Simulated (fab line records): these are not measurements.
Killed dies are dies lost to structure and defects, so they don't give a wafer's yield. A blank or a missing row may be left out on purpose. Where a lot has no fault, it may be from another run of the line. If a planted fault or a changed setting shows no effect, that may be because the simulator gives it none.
The same fault as seen by 2 desks -- flow rit_cmos -- what lay behind the numbers comes last; until then each desk has only its own

== AT THE METROLOGY DESK ==
Means of the sampled wafers that have a number, per lot and without regard to the tool the lot ran on: this is what the gauges read. Any lot whose mean is over 4 standard deviations away from the usual mean is out of limits and marked OUT; that distance is given in the brackets.
Columns: A = FOX1_OXIDE_THK at RIT_FOX1_THK_MEAS_01, usual 351 nm; B = FOX2_OXIDE_THK at RIT_FOX2_THK_MEAS_01, usual 353 nm; C = NWELL_TW at RIT_NWELL_TW_MEAS_10, usual 2160; D = NWELL_RS at RIT_WELLDRIVE_RS_MEAS_01, usual 275.5 ohm/sq
lot,first seen here,A,B,C,D
L585,day 2 09:57,358,359,2138,275.6
L586,day 2 16:21,341,354,2174,276.0
L587,day 2 21:04,359,355,2182,274.6
L588,day 3 00:33,364,358,2146,275.7
L589,day 3 09:08,358,351,2174,276.8
L590,day 3 13:47,340,353,2138,275.7
L591,day 3 19:52,363,342,2171,276.0
L593,day 4 03:35,360,345,2153,274.4
L594,day 4 06:28,349,349,2188,274.1
L595,day 4 11:23,359,353,2182,274.9
L599,day 5 12:06,353,352,2157,276.3
L600,day 5 16:19,357,345,2378 (+11) OUT,222.9 (-62) OUT
L603,day 6 09:49,343,353,2393 (+12) OUT,223.3 (-61) OUT
L605,day 6 23:06,353,349,2170,276.8
This desk reports L600, L603 out of limits; the earliest was L600 at day 5 21:18 (NWELL_TW at RIT_NWELL_TW_MEAS_10). In limits: L585, L586, L587, L588, L589, L590, L591, L593, L594, L595, L599, L605.

== TOOL OWNER'S DESK, implanter-03 ==
The tool's own readings at RIT_NWELL_IMPLANT_08, given as means over the sampled wafers that have a number, one for each lot that went through this tool. Any lot whose mean is over 4 standard deviations away from the usual mean is out of limits and marked OUT; that distance is given in the brackets.
Columns: A = dose_ions_cm2 at RIT_NWELL_IMPLANT_08, usual 5e+13; B = faraday_current_uA at RIT_NWELL_IMPLANT_08, usual 159
lot,first seen here,A,B
L585,day 2 13:59,5e+13,156
L587,day 3 00:59,5e+13,159
L593,day 4 09:36,5e+13,157
L595,day 4 15:00,5e+13,158
L600,day 5 20:59,7e+13 (+99 or more) OUT,233 (+23) OUT
L603,day 6 14:36,7e+13 (+99 or more) OUT,223 (+19) OUT
This desk's finding: out of limits on L600, L603; first on L600, day 5 20:59 (dose_ions_cm2 at RIT_NWELL_IMPLANT_08). In limits: L585, L587, L593, L595.

== BROUGHT TOGETHER ==
The tool owner's desk had the chance to raise an alarm at day 5 20:59 on L600, L603.
Metrology desk: alarm possible at day 5 21:18 on L600, L603.
All the named lots went through RIT_NWELL_IMPLANT_08 on implanter-03.

== WHAT THE SIMULATOR HAD INSERTED ==
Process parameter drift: implanter-03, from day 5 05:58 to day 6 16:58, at RIT_NWELL_IMPLANT_08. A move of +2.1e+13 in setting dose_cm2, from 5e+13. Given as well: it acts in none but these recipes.
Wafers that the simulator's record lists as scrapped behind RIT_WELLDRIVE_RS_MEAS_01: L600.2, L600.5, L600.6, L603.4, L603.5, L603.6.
Shown lots that were struck: L600, L603.
Counting hours from when the fault started, the first reading out of limits came at 15 for the tool owner's desk and at 15 for the metrology desk.
